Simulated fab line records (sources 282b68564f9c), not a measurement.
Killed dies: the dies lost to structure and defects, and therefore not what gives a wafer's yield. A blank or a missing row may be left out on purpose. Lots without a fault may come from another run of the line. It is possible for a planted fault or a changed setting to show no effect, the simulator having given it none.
Which tool is to blame?    flow rit cmos    Sampling: 15 lots, 45 wafers, 4 of 202 route steps

WHAT THE GAUGES SHOWED, per wafer
RIT_PSD_OVL_MEAS_06. Usual: PSD_OVL 0.7 nm, standard deviation 1.4.
lot   measured     on          PSD_OVL (nm)    flag
L222  day 3 07:00  overlay-01  2.6 2.4 2.4     
L225  day 3 21:29  overlay-02  -0.6 0.9 -0.1   
L226  day 4 01:12  overlay-02  1.4 1.6 1.8     
L227  day 4 09:20  overlay-01  -0.5 0.3 1.9    
L229  day 4 18:33  overlay-01  -0.3 -0.4 -0.7  
L230  day 4 21:53  overlay-02  1.0 0.4 0.5     
L234  day 5 19:05  overlay-01  0.2 0.6 2.0     
L235  day 5 23:35  overlay-01  0.4 0.2 -0.6    
L236  day 6 05:46  overlay-02  2.1 0.4 1.7     
L237  day 6 12:36  overlay-01  0.2 -0.1 0.2    
L238  day 7 02:07  overlay-01  -0.3 -0.1 0.8   
L240  day 7 15:38  overlay-01  -1.3 -2.2 -2.8  
L241  day 8 02:22  overlay-02  1.6 3.9 2.2     
L242  day 8 12:43  overlay-02  -1.9 -1.3 -1.7  
L244  day 8 23:41  overlay-02  0.1 -0.3 0.1    

RIT_M1_THK_MEAS_02: measures by xrf. Usual: M1_AL_THK 407 nm, standard deviation 4.9.
lot   measured     on             M1_AL_THK (nm)  flag
L222  day 3 12:02  film metro-02  406 401 401     
L225  day 4 02:12  film metro-01  401 400 405     
L226  day 4 05:59  film metro-02  404 404 409     
L227  day 4 13:58  film metro-02  402 404 405     
L229  day 4 23:23  film metro-02  414 414 414     
L230  day 5 02:35  film metro-04  405 407 405     
L237  day 6 17:15  film metro-01  406 404 408     
L238  day 7 06:53  film metro-01  409 408 402     
L240  day 7 20:17  film metro-01  406 408 413     
L241  day 8 07:01  film metro-04  402 409 405     
L242  day 8 17:37  film metro-04  415 416 412     
L244  day 9 04:55  film metro-01  396 399 399     

EACH LOT AND THE TOOL THAT RAN IT (in order: tool; ch and the chambers of the sampled wafers; start)
lot   RIT_SILICIDE_RTA_06              RIT_CONTACT_EXPOSE_05
L222  rtp anneal-02 ch 0, day 3 09:17  iline stepper-01 ch 0, day 3 09:55
L225  rtp anneal-01 ch 0, day 3 23:27  iline stepper-02 ch 0, day 4 00:05
L226  rtp anneal-02 ch 0, day 4 03:08  iline stepper-02 ch 0, day 4 03:50
L227  rtp anneal-01 ch 0, day 4 11:16  iline stepper-02 ch 0, day 4 11:55
L229  rtp anneal-01 ch 0, day 4 20:29  iline stepper-01 ch 0, day 4 21:06
L230  rtp anneal-02 ch 0, day 4 23:49  iline stepper-01 ch 0, day 5 00:28
L234  rtp anneal-02 ch 0, day 5 21:02  iline stepper-01, day 5 21:41
L235  rtp anneal-01 ch 0, day 6 01:31  iline stepper-02, day 6 02:17
L236  rtp anneal-02 ch 0, day 6 07:42  iline stepper-02, day 6 08:19
L237  rtp anneal-01 ch 0, day 6 14:33  iline stepper-02 ch 0, day 6 15:11
L238  rtp anneal-01 ch 0, day 7 04:04  iline stepper-01 ch 0, day 7 04:49
L240  rtp anneal-02 ch 0, day 7 17:35  iline stepper-02 ch 0, day 7 18:13
L241  rtp anneal-01 ch 0, day 8 04:19  iline stepper-02 ch 0, day 8 04:57
L242  rtp anneal-02 ch 0, day 8 14:52  iline stepper-02 ch 0, day 8 15:31
L244  rtp anneal-02 ch 0, day 9 01:38  iline stepper-01 ch 0, day 9 02:30
- RIT_SILICIDE_RTA_06: time 9.653 s, ramp up 5 s, ramp down 10 s.
- RIT_CONTACT_EXPOSE_05: exposes mask M11, target cd 1000 nm.

AS READ BY THE TOOLS THEMSELVES (means over the sampled wafers that have a number; for cases with no such wafer, the mark the record gives instead)
RIT_SILICIDE_RTA_06. Usual: chamber o2 ppm 1.999, standard deviation 0.021; wafer_temp_C_max 754.3, standard deviation 1.3.
lot   tool           chamber o2 ppm  wafer_temp_C_max  flag
L222  rtp anneal-02  2.004           754.7             
L225  rtp anneal-01  1.981           752.7             
L226  rtp anneal-02  1.991           754.8             
L227  rtp anneal-01  2.001           752.6             
L229  rtp anneal-01  2.024           753.1             
L230  rtp anneal-02  1.998           755.8             
L234  rtp anneal-02  2.020           756.0             
L235  rtp anneal-01  2.028           753.5             
L236  rtp anneal-02  2.014           754.9             
L237  rtp anneal-01  1.986           753.3             
L238  rtp anneal-01  2.004           754.3             
L240  rtp anneal-02  2.009           755.7             
L241  rtp anneal-01  2.001           753.1             
L242  rtp anneal-02  1.986           755.9             
L244  rtp anneal-02  1.987           755.5             

RIT_CONTACT_EXPOSE_05. Usual: exposure dose mJ cm2 247.15, standard deviation 0.25; focus offset nm -0.1 nm, standard deviation 0.44.
lot   tool              exposure dose mJ cm2  focus offset nm (nm)  flag
L222  iline stepper-01  247.32                -0.0                  
L225  iline stepper-02  247.40                0.1                   
L226  iline stepper-02  247.20                -0.4                  
L227  iline stepper-02  246.97                0.0                   
L229  iline stepper-01  247.12                -0.7                  
L230  iline stepper-01  247.62                0.1                   
L234  iline stepper-01  -                     -                     OFF
L235  iline stepper-02  -                     -                     OFF
L236  iline stepper-02  -                     -                     OFF
L237  iline stepper-02  247.23                0.1                   
L238  iline stepper-01  246.96                -0.3                  
L240  iline stepper-02  247.16                -0.4                  
L241  iline stepper-02  246.67                -0.1                  
L242  iline stepper-02  246.95                -0.2                  
L244  iline stepper-01  246.83                -0.7                  

THE ANSWER, worked out from the rows above alone
Rule: a lot is off if the mean of its wafers that have a number lies more than 3 standard deviations from the usual mean. Also off: a lot with no number at a reading for which 4 or more lots have one. The other lots that the step has rows for count as sound. After the gauges, taken in route order, come the tools' own readings; for these a lot's mean is taken, as printed above. The first step at which some lot is off is used, and at that step the reading that is off furthest; a lot without a number counts as furthest.
Off: L234, L235, L236, at RIT_CONTACT_EXPOSE_05 (exposure dose mJ cm2). Without a number there: L234, L235, L236.
If a tool, at that step or one of the process steps before it, ran each lot that is off and ran no sound lot following the first of them, it fits. Of those tried, none fits.

WHAT WAS PUT IN BY THE SIMULATOR
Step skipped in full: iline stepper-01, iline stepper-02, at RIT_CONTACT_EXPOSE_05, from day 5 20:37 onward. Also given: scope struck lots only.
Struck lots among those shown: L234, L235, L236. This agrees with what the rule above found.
